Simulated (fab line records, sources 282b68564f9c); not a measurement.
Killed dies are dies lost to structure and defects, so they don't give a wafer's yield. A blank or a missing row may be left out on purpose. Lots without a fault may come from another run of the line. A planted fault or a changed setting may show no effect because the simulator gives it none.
A struck lot beside a sound one | flow rit_cmos | 43 steps out of a route of 202
Sound: wafers L513.2, L513.4, L513.5. Struck: wafers L496.1, L496.4, L496.5. The cause comes at the end.
At each step with rows: each side's tool, then ch and its chambers, then its first start. Under that, the readings that differ: sound wafers | struck wafers | difference of the means | sigmas: that difference in standard deviations of wafers without a fault.
alike: readings whose means differ by less than 2 such deviations, and words and numbers that are the same on both sides. not compared: withheld readings, readings that some wafer has no value for, bounds like >300 that may hide the same value, and numbers for which the record gives no deviation and whose values overlap.
The two part at a step that has a row with sigmas, a row that says differs or no value, or rows on one side only. Numbers that don't overlap but have no deviation are shown without sigmas and don't part them. A reading that every wafer of one side lacks parts them only if that side has two wafers or more.

first, 2 steps without rows for these wafers: RIT_FOX2_CLEAN_02 (cleans in dHF, time 180 s); RIT_FOX2_WET_ETCH_03 (etches Si3N4 in H3PO4, target depth 195 nm, time 2700 s).
RIT_FOX2_THK_MEAS_90:
  sound on film_metro-04, day 6 07:44; struck on film_metro-02, day 2 19:32
  alike: FIELD_OXIDE_LEFT_1_THK
then, 6 steps without rows for these wafers: RIT_NWELL_HMDS_00 (prime time 60 s); RIT_NWELL_COAT_01 (resist thk 1300 nm); RIT_NWELL_SOFTBAKE_02 (time 60 s); RIT_NWELL_EXPOSE_03 (exposes mask M2, target cd 43900 nm); RIT_NWELL_PEB_04; RIT_NWELL_DEVELOP_05 (develop time 68 s).
RIT_NWELL_OVL_MEAS_06:
  sound on overlay-02, day 6 08:53; struck on overlay-02, day 2 20:29
  alike: NWELL_OVL
then, 2 steps without rows for these wafers: RIT_NWELL_HARDBAKE_07 (time 120 s); RIT_NWELL_IMPLANT_08.
RIT_NWELL_STRIP_09: strips in O2, time 180 s.
  sound on plasma_asher-02 ch 0,1, day 6 09:19; struck on plasma_asher-02 ch 1, day 2 20:55
  no value came back on the struck wafers for chamber_pressure_mTorr (mTorr), drypump_motor_current_A (A), o2_flow_sccm (sccm); on the sound wafers chamber_pressure_mTorr (mTorr) reads 3999 3998 4001
  reading                                    | sound | struck         | difference | sigmas
  model.NOVOLAK_of_NWELL_COAT_01.thk_nm (nm) | 0 0 0 | 1136 1130 1135 | +1134      |
  not compared: rf_hours_counter_h
RIT_NWELL_TW_MEAS_10:
  sound on film_metro-04, day 6 09:31; struck on film_metro-04, day 2 21:05
  alike: NWELL_TW
then, 6 steps without rows for these wafers: RIT_PWELL_HMDS_00 (prime time 60 s); RIT_PWELL_COAT_01 (resist thk 1300 nm); RIT_PWELL_SOFTBAKE_02 (time 60 s); RIT_PWELL_EXPOSE_03 (exposes mask M3, target cd 43700 nm); RIT_PWELL_PEB_04; RIT_PWELL_DEVELOP_05 (develop time 68 s).
RIT_PWELL_OVL_MEAS_06:
  sound on overlay-02, day 6 10:32; struck on overlay-01, day 2 22:10
  alike: PWELL_OVL
then, 2 steps without rows for these wafers: RIT_PWELL_HARDBAKE_07 (time 120 s); RIT_PWELL_IMPLANT_08.
RIT_PWELL_STRIP_09: strips in O2, time 180 s.
  sound on plasma_asher-01 ch 0,1, day 6 10:58; struck on plasma_asher-01 ch 0,1, day 2 22:35
  alike: chamber_pressure_mTorr, drypump_motor_current_A, o2_flow_sccm
  not compared: rf_hours_counter_h
RIT_PWELL_TW_MEAS_10:
  sound on film_metro-03, day 6 11:10; struck on film_metro-01, day 2 22:46
  reading  | sound       | struck   | difference | sigmas
  PWELL_TW | 965 962 968 | 30 30 30 | -935       | -99 or more
then, 1 step without rows for these wafers: RIT_WELLDRIVE_ANNEAL_00 (time 14700 s).
RIT_WELLDRIVE_RS_MEAS_01: measures by four-point-probe.
  sound on film_metro-01, day 6 17:33; struck on film_metro-01, day 3 05:51
  alike: NWELL_RS
RIT_WELLDRIVE_RS_MEAS_02: measures by four-point-probe.
  sound on film_metro-01, day 6 17:40; struck on film_metro-01, day 3 05:58
  reading           | sound             | struck            | difference | sigmas
  PWELL_RS (ohm/sq) | 429.3 430.4 429.4 | 432.3 432.6 431.8 | +2.5       | +2
then, 6 steps without rows for these wafers: RIT_NRETRO_HMDS_00 (prime time 60 s); RIT_NRETRO_COAT_01 (resist thk 1300 nm); RIT_NRETRO_SOFTBAKE_02 (time 60 s); RIT_NRETRO_EXPOSE_03 (exposes mask M4, target cd 43900 nm); RIT_NRETRO_PEB_04; RIT_NRETRO_DEVELOP_05 (develop time 68 s).
RIT_NRETRO_OVL_MEAS_06:
  sound on overlay-02, day 6 18:47; struck on overlay-01, day 3 07:05
  alike: NRETRO_OVL
then, 2 steps without rows for these wafers: RIT_NRETRO_HARDBAKE_07 (time 120 s); RIT_NRETRO_IMPLANT_08.
RIT_NRETRO_STRIP_09: strips in O2, time 180 s.
  sound on plasma_asher-04 ch 0,1, day 6 19:13; struck on plasma_asher-04 ch 0,1, day 3 07:32
  reading             | sound          | struck         | difference | sigmas
  o2_flow_sccm (sccm) | 3987 3979 3993 | 3995 4009 4021 | +22        | +2
  alike: chamber_pressure_mTorr, drypump_motor_current_A
  not compared: rf_hours_counter_h
RIT_NRETRO_TW_MEAS_10:
  sound on film_metro-01, day 6 19:24; struck on film_metro-01, day 3 07:42
  reading   | sound          | struck   | difference | sigmas
  NRETRO_TW | 1044 1045 1048 | 30 30 30 | -1016      | -99 or more
then, 3 steps without rows for these wafers: RIT_PRETRO_HMDS_00 (prime time 60 s); RIT_PRETRO_COAT_01 (resist thk 1300 nm); RIT_PRETRO_SOFTBAKE_02 (time 60 s).
RIT_PRETRO_TW_MEAS_10:
  sound on film_metro-02, day 6 21:05; struck on film_metro-03, day 3 09:31
  reading   | sound       | struck   | difference | sigmas
  PRETRO_TW | 474 475 475 | 30 30 30 | -445       | -99 or more

WHERE THEY PART
First at RIT_NWELL_STRIP_09; last, within this record, at RIT_PRETRO_TW_MEAS_10.

WHY: what the simulator had put in
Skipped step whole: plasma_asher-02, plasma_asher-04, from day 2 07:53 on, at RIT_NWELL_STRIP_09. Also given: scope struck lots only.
